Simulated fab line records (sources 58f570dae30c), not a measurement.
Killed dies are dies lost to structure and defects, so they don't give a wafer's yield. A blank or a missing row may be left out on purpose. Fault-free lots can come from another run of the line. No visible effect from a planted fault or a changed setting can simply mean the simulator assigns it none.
A lot that was struck, set against a sound lot	flow berkeley-cmos170	14 steps out of a route of 331
Sound: wafers L636.1, L636.3, L636.4. Wafers L645.2, L645.3, L645.4 were the ones struck. The cause comes at the end.
Per side, at each step with rows, come the tool, then ch with its chambers, and then its first start. Under that, the readings that differ: sound wafers	struck wafers	difference of the means	sigmas: that difference in standard deviations of wafers without a fault.
alike: words and numbers the same on both sides, and readings whose means are apart by under 2 such deviations; not compared: readings that were withheld, readings missing a value for some wafer, numbers with overlapping values and no deviation given by the record, and bounds like >300 which may hide the same value.
The two part at a step that has a row with sigmas, a row that says differs or no value, or rows on one side only. Numbers that don't overlap but have no deviation are shown without sigmas and don't part them. A reading that every wafer of one side lacks parts them only if that side has two wafers or more.

first, 3 steps without rows for these wafers: UCB170_NLDD_EXPOSE_03 (exposes mask NSELECT, target cd 1200 nm); UCB170_NLDD_PEB_04; UCB170_NLDD_DEVELOP_05 (develop time 45 s).
UCB170_NLDD_CD_MEAS_06 targets a cd of 1200 nm.
  sound: cd-sem-01 at day 7 23:27; struck: cd-sem-01 at day 9 19:52
reading	sound	struck	difference	sigmas
cd-nm (nm)	1199.3 1199.4 1199.8	1201.0 1202.2 1203.4	+2.7	+2
UCB170_NLDD_OVL_MEAS_07:
  sound: overlay-02 at day 7 23:34; struck: overlay-01 at day 9 19:58
  alike: NLDD_OVL
then, 2 steps without rows for these wafers: UCB170_NLDD_IMPLANT_08; UCB170_NLDD_IMPLANT_09.
UCB170_NLDD_STRIP_10: strips in O2.
  sound on plasma-asher-03 ch 0,1, day 7 23:55; struck on plasma-asher-01 ch 0,1, day 9 20:18
reading	sound	struck	difference	sigmas
drypump-motor-current-A (A)	4.8 5.6 4.8	6.0 6.0 6.0	+0.9	+2
  alike: oes-product-au, strip-time-to-endpoint-s
  not compared: rf-hours-counter-h
UCB170_NLDD_TW_MEAS_11:
  sound: film-metro-02 at day 8 00:01; struck: film-metro-03 at day 9 20:25
reading	sound	struck	difference	sigmas
NLDD_TW	2193 2202 2185	2226 2234 2221	+34	+2
then, 1 step without rows for these wafers: UCB170_NLDD_CLEAN_12 (cleans in SPM, time 600 s).
UCB170_SPACER_CVD_00: deposits SiO2 from TEOS/O2, target thk 376 nm, time 47 s.
  sound on pecvd-02 ch 0,1,2, day 8 00:16; struck on pecvd-04 ch 0,1,2, day 9 20:38
  alike: heater-power-w
UCB170_SPACER_THK_MEAS_01:
  sound: film-metro-01 at day 8 00:18; struck: film-metro-03 at day 9 20:41
  alike: SPACER_TEOS_THK
UCB170_SPACER_ANNEAL_02: time 1800 s.
  struck on furnace-02, day 10 00:31; sound on furnace-04 ch 0, day 8 04:20
  no value came back on the struck wafers for spike-tc-centre-C (C), spike-tc-load-C (C), tube-center-temp-C (C); on the sound wafers spike-tc-centre-C (C) reads 906.5 902.4 904.0
UCB170_SPACER_ETCHBACK_03: etches SiO2 in CHF3/CF4/Ar, stops on Si, target depth 376 nm, time 100 s.
  sound on rie-diel-03 ch 1,3, day 8 05:50; struck on rie-diel-02 ch 0,2,3, day 10 02:01
  alike: CHF3_flow_sccm, drypump-motor-current-A, mfc-ar-sccm, oes-product-au, throttle-valve-pct
  not compared: rf-hours-counter-h

WHERE THEY PART
First at UCB170_NLDD_CD_MEAS_06; last, within this record, at UCB170_SPACER_ANNEAL_02. Later steps at which nothing parts them and some readings are alike: UCB170_SPACER_ETCHBACK_03.

WHY: the cause the simulator had injected
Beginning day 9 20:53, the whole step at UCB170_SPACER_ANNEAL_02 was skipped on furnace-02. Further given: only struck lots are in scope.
